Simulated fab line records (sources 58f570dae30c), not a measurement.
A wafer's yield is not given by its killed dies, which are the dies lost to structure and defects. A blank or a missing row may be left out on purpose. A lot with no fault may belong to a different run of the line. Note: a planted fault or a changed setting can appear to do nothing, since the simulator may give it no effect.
What tool caused it? / flow berkeley-cmos170 / 15 lots, 45 wafers sampled, at 2 steps of a route of 331

WHAT EACH GAUGE READ, for each wafer
UCB170_ACTIVE_OVL_MEAS_14.
lot=L670; measured=day 4 03:28; on=overlay-01; ACTIVE_OVL (nm)=-1 -2 -1
lot=L671; measured=day 4 12:31; on=overlay-01; ACTIVE_OVL (nm)=-7 -3 -1
lot=L673; measured=day 5 00:04; on=overlay-01; ACTIVE_OVL (nm)=2 2 -4
lot=L676; measured=day 5 16:13; on=overlay-01; ACTIVE_OVL (nm)=2 -6 -2
lot=L675; measured=day 5 16:27; on=overlay-02; ACTIVE_OVL (nm)=1 1 0
lot=L677; measured=day 5 23:45; on=overlay-01; ACTIVE_OVL (nm)=5 8 12
lot=L678; measured=day 6 05:36; on=overlay-02; ACTIVE_OVL (nm)=2 4 1
lot=L679; measured=day 6 05:52; on=overlay-02; ACTIVE_OVL (nm)=10 0 9
lot=L680; measured=day 6 13:25; on=overlay-02; ACTIVE_OVL (nm)=6 2 -6
lot=L681; measured=day 6 19:48; on=overlay-02; ACTIVE_OVL (nm)=3 3 0
lot=L689; measured=day 8 12:40; on=overlay-01; ACTIVE_OVL (nm)=-164 -160 -158
lot=L691; measured=day 8 19:37; on=overlay-01; ACTIVE_OVL (nm)=-160 -158 -158
lot=L690; measured=day 8 19:44; on=overlay-01; ACTIVE_OVL (nm)=1 -1 8
lot=L692; measured=day 8 20:01; on=overlay-01; ACTIVE_OVL (nm)=-167 -160 -155
lot=L693; measured=day 9 08:55; on=overlay-01; ACTIVE_OVL (nm)=-13 -6 -8

TOOL THAT RAN EACH LOT (tool first, then ch and the chambers of the sampled wafers, then the start)
lot=L670; UCB170_ACTIVE_EXPOSE_10=krf-scanner-01 ch 0, day 4 02:57
lot=L671; UCB170_ACTIVE_EXPOSE_10=krf-scanner-02 ch 0, day 4 11:57
lot=L673; UCB170_ACTIVE_EXPOSE_10=krf-scanner-01 ch 0, day 4 23:10
lot=L676; UCB170_ACTIVE_EXPOSE_10=krf-scanner-01 ch 0, day 5 15:43
lot=L675; UCB170_ACTIVE_EXPOSE_10=krf-scanner-02 ch 0, day 5 15:56
lot=L677; UCB170_ACTIVE_EXPOSE_10=krf-scanner-01 ch 0, day 5 23:16
lot=L678; UCB170_ACTIVE_EXPOSE_10=krf-scanner-01 ch 0, day 6 05:08
lot=L679; UCB170_ACTIVE_EXPOSE_10=krf-scanner-02 ch 0, day 6 05:23
lot=L680; UCB170_ACTIVE_EXPOSE_10=krf-scanner-01 ch 0, day 6 12:55
lot=L681; UCB170_ACTIVE_EXPOSE_10=krf-scanner-02 ch 0, day 6 19:17
lot=L689; UCB170_ACTIVE_EXPOSE_10=krf-scanner-02 ch 0, day 8 11:59
lot=L691; UCB170_ACTIVE_EXPOSE_10=krf-scanner-02 ch 0, day 8 18:49
lot=L690; UCB170_ACTIVE_EXPOSE_10=krf-scanner-01 ch 0, day 8 19:04
lot=L692; UCB170_ACTIVE_EXPOSE_10=krf-scanner-02 ch 0, day 8 19:20
lot=L693; UCB170_ACTIVE_EXPOSE_10=krf-scanner-01 ch 0, day 9 08:24
- UCB170_ACTIVE_EXPOSE_10: exposes mask ACTIVE, target cd 1200 nm.

AS READ BY THE TOOLS THEMSELVES (means over the sampled wafers that have a number; for cases with no such wafer, the mark the record gives instead)
The record holds no such reading with a usual standard deviation.

THE ANSWER, worked out from the rows above alone
Rule: the usual values come from the lots themselves. The widest of any qualifying gaps counts: lots, ordered by their means at a reading, are off when they make up no more than a third of the lots, leave a main group of 4 or more, and stand apart from it by 3 or more times the standard deviation of that group's means. The tables above print the reading to a certain number of digits; a main group whose means all agree to those digits is not used. Also off: a lot with no number at a reading for which 4 or more lots have one. The other lots that the step has rows for count as sound. First the gauges in route order, then the tools' own readings, where a lot's mean is used as printed above. At the first step where some lot is off, the reading lying furthest off is the one used; lots without a number count as furthest.
Off: at UCB170_ACTIVE_OVL_MEAS_14 (ACTIVE_OVL), L689, L691, L692. The main group has a mean of 1 nm with a standard deviation of 4.3.
A tool fits if, at a process step before that reading, it ran every lot that is off, and no sound lot after the first of them. Those tools and the gauges at UCB170_ACTIVE_OVL_MEAS_14 are tried in the same way. One candidate fits, namely krf-scanner-02 at UCB170_ACTIVE_EXPOSE_10. Its last sound lot is L681 (day 6 19:17), its first lot that is off L689 (day 8 11:59): a fault that began between those two fits.

WHAT WAS PUT IN BY THE SIMULATOR
Scanner matching overlay: krf-scanner-02, from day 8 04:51 on, at UCB170_ACTIVE_EXPOSE_10. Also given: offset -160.
Lots struck among those shown: L689, L691, L692. The rule given above showed the same thing.
